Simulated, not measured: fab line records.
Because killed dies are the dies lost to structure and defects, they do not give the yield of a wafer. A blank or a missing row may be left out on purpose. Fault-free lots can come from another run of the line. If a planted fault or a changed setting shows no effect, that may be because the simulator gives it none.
Lot-split experiment    flow rit_cmos    5 lots, 23 wafers read, on a route of 202 steps

## ABOUT THE SPLIT
At RIT_NRETRO_IMPLANT_08, the setting energy_kev was moved away from the recipe's 70 on 4 of the 23 wafers read, by -2.4% to +4.9%. For the rest of the wafers, this setting stayed at what the recipe calls for.

Reading taken at the split's own step.

## THE READING
In nm, at RIT_NRETRO_IMPLANT_08: implant.drp_nm, which is the simulator's own figure and was read by no gauge. No usual value for it is given in the file.

wafer   tool, chamber at the split  energy_kev as run  against the recipe  implant.drp_nm, nm  against lot-mates on the recipe
L075.2  implanter-02, 0             70                 recipe              33.94               -
L075.5  implanter-02, 0             70                 recipe              33.94               -
L075.6  implanter-02, 0             70                 recipe              33.94               -
L077.2  implanter-01, 0             73.4               +4.9%               35.32               +1.38
L077.6  implanter-01, 0             73.4               +4.9%               35.32               +1.38
L077.3  implanter-01, 0             70                 recipe              33.94               -
L077.4  implanter-01, 0             70                 recipe              33.94               -
L077.5  implanter-01, 0             70                 recipe              33.94               -
L078.1  implanter-01, 0             70                 recipe              33.94               -
L078.3  implanter-01, 0             70                 recipe              33.94               -
L078.4  implanter-01, 0             70                 recipe              33.94               -
L078.5  implanter-01, 0             70                 recipe              33.94               -
L078.6  implanter-01, 0             70                 recipe              33.94               -
L081.1  implanter-03, 0             70                 recipe              33.94               -
L081.2  implanter-03, 0             70                 recipe              33.94               -
L081.3  implanter-03, 0             70                 recipe              33.94               -
L081.4  implanter-03, 0             70                 recipe              33.94               -
L081.6  implanter-03, 0             70                 recipe              33.94               -
L084.1  implanter-01, 0             68.32              -2.4%               33.24               -0.70
L084.2  implanter-01, 0             68.32              -2.4%               33.24               -0.70
L084.3  implanter-01, 0             70                 recipe              33.94               -
L084.5  implanter-01, 0             70                 recipe              33.94               -
L084.6  implanter-01, 0             70                 recipe              33.94               -

THE FIT
A straight line over all 23 wafers: implant.drp_nm changes by +0.286 nm for each +1% of energy_kev; r = +1.00; the points scatter about the line by 0.0046 nm.
The same after taking each lot's own level away (the mean of its wafers on the recipe; 23 wafers): +0.286 nm for each +1%; r = +1.00; scatter 0.0046 nm.
The reading moves by 1.4 nm for the largest change in energy_kev, on that fit.
The lots' own levels span 33.940 to 33.940 nm.
Hence the lot-to-lot level has little effect on the slope; both slopes agree.
Check: with one of the wafers moved furthest among these (+4.9%) left out of the fit, the line predicts +1.39 nm for it against its lot-mates. Against them it came out at +1.38 nm.

## FURTHER SPLITS ON THESE WAFERS
Before the reading, these wafers also passed through other splits. Each is held against what the fit with the lots' levels taken away leaves over:
other split on the same wafers       wafers away from the commonest value  r with implant.drp_nm (lot level and that fit taken away)
RIT_ACTIVE_CVD_03 sih2cl2_flow_sccm  15                                    +0.49
RIT_ACTIVE_EXPOSE_08 dose_mj         9                                     +0.27
RIT_NWELL_IMPLANT_08 dose_cm2        10                                    +0.20
RIT_PWELL_COAT_01 spin_rpm           6                                     -0.03
RIT_PWELL_IMPLANT_08 energy_kev      5                                     -0.04

## THE WHOLE CHAIN: every reading that the file lists as answering this split, in the file's order
step                   what it does  reading                                                          change (the file's fit)                r (the file's)
RIT_NRETRO_IMPLANT_08                implant.rp_nm (the simulator's own value, which no gauge read)   +0.856 nm for each +1% of the setting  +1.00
RIT_NRETRO_IMPLANT_08                implant.drp_nm (the simulator's own value, which no gauge read)  +0.285 nm for each +1% of the setting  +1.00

## THE FILE'S OWN FIT
implant.drp_nm changes by +0.285 nm for each +1% of energy_kev, r = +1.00.
